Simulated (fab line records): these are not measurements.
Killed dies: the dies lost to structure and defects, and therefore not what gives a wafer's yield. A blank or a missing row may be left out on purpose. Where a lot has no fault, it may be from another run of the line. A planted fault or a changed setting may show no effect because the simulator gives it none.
Which tool did it? ; flow rit cmos ; 16 lots with 48 wafers sampled at 6 steps, on a route of 202 steps

## WHAT THE GAUGES SHOWED, per wafer
RIT_GATE_THK_MEAS_09.
lot;measured;on;GATE_POLY_THK (nm)
L150;day 2 19:25;film metro-03;246.7 248.4 246.3
L152;day 2 22:41;film metro-01;248.4 249.3 250.4
L153;day 3 10:14;film metro-04;246.7 248.6 248.4
L154;day 3 13:00;film metro-01;248.8 246.8 248.1
L156;day 4 01:26;film metro-03;252.2 252.8 251.6
L157;day 4 03:02;film metro-01;280.7 280.2 280.4
L158;day 4 05:17;film metro-04;277.3 275.8 277.2
L159;day 4 15:57;film metro-01;276.5 278.4 276.5
L161;day 4 19:43;film metro-01;281.6 282.7 282.0
L165;day 5 23:17;film metro-04;246.7 244.8 249.4
L168;day 6 20:11;film metro-01;247.0 248.0 247.0
L169;day 7 08:53;film metro-03;247.3 248.9 248.5
L170;day 7 13:40;film metro-03;248.7 248.3 250.0
L171;day 7 13:41;film metro-04;249.9 251.3 250.4
L172;day 7 19:07;film metro-03;250.7 249.8 248.8
L173;day 8 03:58;film metro-04;254.8 252.3 252.7

RIT_GATE_CD_MEAS_90: target cd 150 nm.
lot;measured;on;cd nm (nm)
L150;day 2 21:03;cd sem-02;147.4 148.0 149.2
L152;day 3 00:11;cd sem-01;150.7 153.9 152.5
L153;day 3 11:53;cd sem-01;148.0 149.4 148.4
L154;day 3 14:37;cd sem-01;149.6 148.6 148.7
L156;day 4 02:57;cd sem-01;144.8 148.6 146.3
L157;day 4 04:42;cd sem-01;150.1 152.1 150.9
L158;day 4 06:51;cd sem-01;150.8 151.4 151.7
L159;day 4 17:43;cd sem-01;148.9 148.2 149.6
L161;day 4 21:21;cd sem-01;150.5 149.9 150.2
L165;day 6 00:50;cd sem-01;151.6 152.2 148.7
L168;day 6 21:49;cd sem-02;152.6 153.3 155.0
L169;day 7 10:30;cd sem-01;149.7 151.0 152.2
L170;day 7 15:32;cd sem-02;149.7 150.2 150.5
L171;day 7 15:20;cd sem-01;147.7 150.5 147.3
L172;day 7 20:44;cd sem-02;150.2 153.3 152.7
L173;day 8 05:31;cd sem-02;151.1 148.6 150.0

RIT_REOX_THK_MEAS_04.
lot;measured;on;REOX_OXIDE_THK (nm)
L150;day 3 03:09;film metro-01;24.9 25.4 25.3
L152;day 3 05:09;film metro-01;24.5 24.7 24.7
L153;day 3 15:52;film metro-03;25.1 25.2 25.5
L154;day 3 18:25;film metro-03;24.9 25.2 25.7
L156;day 4 06:10;film metro-03;25.7 25.7 25.7
L157;day 4 09:02;film metro-01;24.6 24.6 24.6
L158;day 4 11:35;film metro-03;24.3 24.9 24.5
L159;day 4 20:44;film metro-01;24.9 24.5 25.0
L161;day 5 00:44;film metro-03;25.0 25.1 25.5
L165;day 6 08:29;film metro-03;25.0 24.6 24.9
L168;day 7 05:52;film metro-02;25.1 25.3 25.2
L169;day 7 14:34;film metro-01;25.1 24.9 24.6
L170;day 7 19:58;film metro-01;25.2 25.1 25.3
L171;day 7 19:59;film metro-03;25.4 25.5 25.4
L172;day 8 03:43;film metro-01;25.5 25.3 25.4
L173;day 8 10:43;film metro-01;25.4 25.2 25.1

## WHICH TOOL RAN EACH LOT (tool, then ch and the chambers of the sampled wafers, then the start)
lot;RIT_GATE_CVD_08;RIT_GATE_ETCH_19;RIT_GATE_STRIP_20
L150;lpcvd-01 ch 0, day 2 17:00;rie si-01 ch 1,3, day 2 20:46;plasma asher-04 ch 0,1, day 2 20:52
L152;lpcvd-02 ch 1, day 2 21:03;rie si-01 ch 1,2, day 2 23:53;plasma asher-03 ch 0, day 2 23:59
L153;lpcvd-01 ch 1, day 3 08:37;rie si-02 ch 0,2,3, day 3 11:35;plasma asher-03 ch 0,1, day 3 11:42
L154;lpcvd-02 ch 1, day 3 11:23;rie si-01 ch 1,3, day 3 14:20;plasma asher-01 ch 0,1, day 3 14:27
L156;lpcvd-02 ch 1, day 3 23:48;rie si-01 ch 2,3, day 4 02:38;plasma asher-01 ch 0,1, day 4 02:48
L157;lpcvd-02 ch 1, day 4 01:25;rie si-02 ch 0,1,2, day 4 04:25;plasma asher-01 ch 0,1, day 4 04:32
L158;lpcvd-02 ch 1, day 4 03:39;rie si-01 ch 0,2, day 4 06:33;plasma asher-01 ch 0,1, day 4 06:40
L159;lpcvd-02 ch 0, day 4 14:20;rie si-02 ch 0,2,3, day 4 17:25;plasma asher-04 ch 0,1, day 4 17:32
L161;lpcvd-02 ch 1, day 4 18:05;rie si-02 ch 0,1,3, day 4 21:02;plasma asher-03 ch 0,1, day 4 21:09
L165;lpcvd-01 ch 0, day 5 21:40;rie si-02 ch 0,1,3, day 6 00:34;plasma asher-03 ch 0,1, day 6 00:40
L168;lpcvd-01 ch 1, day 6 18:34;rie si-01 ch 2,3, day 6 21:31;plasma asher-03 ch 0,1, day 6 21:38
L169;lpcvd-01 ch 0, day 7 07:14;rie si-02 ch 1,2,3, day 7 10:10;plasma asher-04 ch 0,1, day 7 10:20
L170;lpcvd-02 ch 0, day 7 12:03;rie si-02 ch 2,3, day 7 15:15;plasma asher-01 ch 0,1, day 7 15:22
L171;lpcvd-02 ch 0, day 7 12:03;rie si-01 ch 1,2,3, day 7 15:01;plasma asher-04 ch 0,1, day 7 15:11
L172;lpcvd-02 ch 0, day 7 17:29;rie si-01 ch 0,2, day 7 20:26;plasma asher-04 ch 0,1, day 7 20:33
L173;lpcvd-02 ch 0, day 8 02:20;rie si-02 ch 0,1, day 8 05:13;plasma asher-04 ch 0, day 8 05:19
- RIT_GATE_CVD_08: deposits poly-Si from SiH4, target thk 250 nm, time 2220 s.
- RIT_GATE_ETCH_19: etches poly-Si in SF6/CHF3/O2, stops on SiO2, time 165 s, target depth 312.5 nm.
- RIT_GATE_STRIP_20: strips in O2, time 180 s.

## AS READ BY THE TOOLS THEMSELVES (means over the sampled wafers that have a number; for cases with no such wafer, the mark the record gives instead)
RIT_GATE_CVD_08.
lot;tool;pressure mtorr (mTorr)
L150;lpcvd-01;300.0
L152;lpcvd-02;300.0
L153;lpcvd-01;300.7
L154;lpcvd-02;300.3
L156;lpcvd-02;300.0
L157;lpcvd-02;301.1
L158;lpcvd-02;299.4
L159;lpcvd-02;300.0
L161;lpcvd-02;299.5
L165;lpcvd-01;300.1
L168;lpcvd-01;300.3
L169;lpcvd-01;298.9
L170;lpcvd-02;300.8
L171;lpcvd-02;300.7
L172;lpcvd-02;299.6
L173;lpcvd-02;299.3

RIT_GATE_ETCH_19.
lot;tool;drypump motor current A (A);oes product au (a.u.);throttle valve pct (%)
L150;rie si-01;5.9;0.858;10.24
L152;rie si-01;5.5;0.857;10.13
L153;rie si-02;5.6;0.825;10.23
L154;rie si-01;5.3;0.850;10.15
L156;rie si-01;4.8;0.856;10.05
L157;rie si-02;6.0;0.910;10.28
L158;rie si-01;5.7;0.921;10.27
L159;rie si-02;5.6;0.895;10.24
L161;rie si-02;5.8;0.915;10.33
L165;rie si-02;5.8;0.832;10.32
L168;rie si-01;4.8;0.846;10.06
L169;rie si-02;5.9;0.826;10.20
L170;rie si-02;5.7;0.828;10.09
L171;rie si-01;5.4;0.859;10.15
L172;rie si-01;5.8;0.854;10.27
L173;rie si-02;6.1;0.852;10.38

RIT_GATE_STRIP_20.
lot;tool;drypump motor current A (A)
L150;plasma asher-04;5.9
L152;plasma asher-03;6.4
L153;plasma asher-03;6.1
L154;plasma asher-01;5.6
L156;plasma asher-01;5.2
L157;plasma asher-01;5.1
L158;plasma asher-01;5.6
L159;plasma asher-04;5.9
L161;plasma asher-03;6.1
L165;plasma asher-03;6.1
L168;plasma asher-03;6.1
L169;plasma asher-04;5.9
L170;plasma asher-01;5.2
L171;plasma asher-04;5.9
L172;plasma asher-04;5.9
L173;plasma asher-04;5.8

## THE ANSWER, worked out from the rows above alone
Rule: the lots themselves supply what counts as usual. Put in order of their means at a reading, lots are off if they are a third of the lots or fewer, leave a main group of 4 or more, and stand apart from it by a gap of 3 or more times the standard deviation of the main group's means; of several such gaps the widest counts. A main group whose means are all the same, to the digits that the tables above print for the reading, isn't used. Also off: a lot with no number at a reading for which 4 or more lots have one. Where the step has rows for the other lots, those lots are counted as sound. First the gauges in route order, then the tools' own readings, where a lot's mean is used as printed above. At the first step where some lot is off, the reading lying furthest off is the one used; lots without a number count as furthest.
Off: L157, L158, L159, L161, seen at RIT_GATE_THK_MEAS_09 (GATE_POLY_THK). For the main group the mean is 249.1 nm and the standard deviation 1.9.
If a tool, at a process step before that reading, ran all the lots that are off and no sound lot after the first of them, it fits. The gauges at RIT_GATE_THK_MEAS_09 are tried like those tools. Of those tried, none fits.

## WHAT WAS PUT IN BY THE SIMULATOR
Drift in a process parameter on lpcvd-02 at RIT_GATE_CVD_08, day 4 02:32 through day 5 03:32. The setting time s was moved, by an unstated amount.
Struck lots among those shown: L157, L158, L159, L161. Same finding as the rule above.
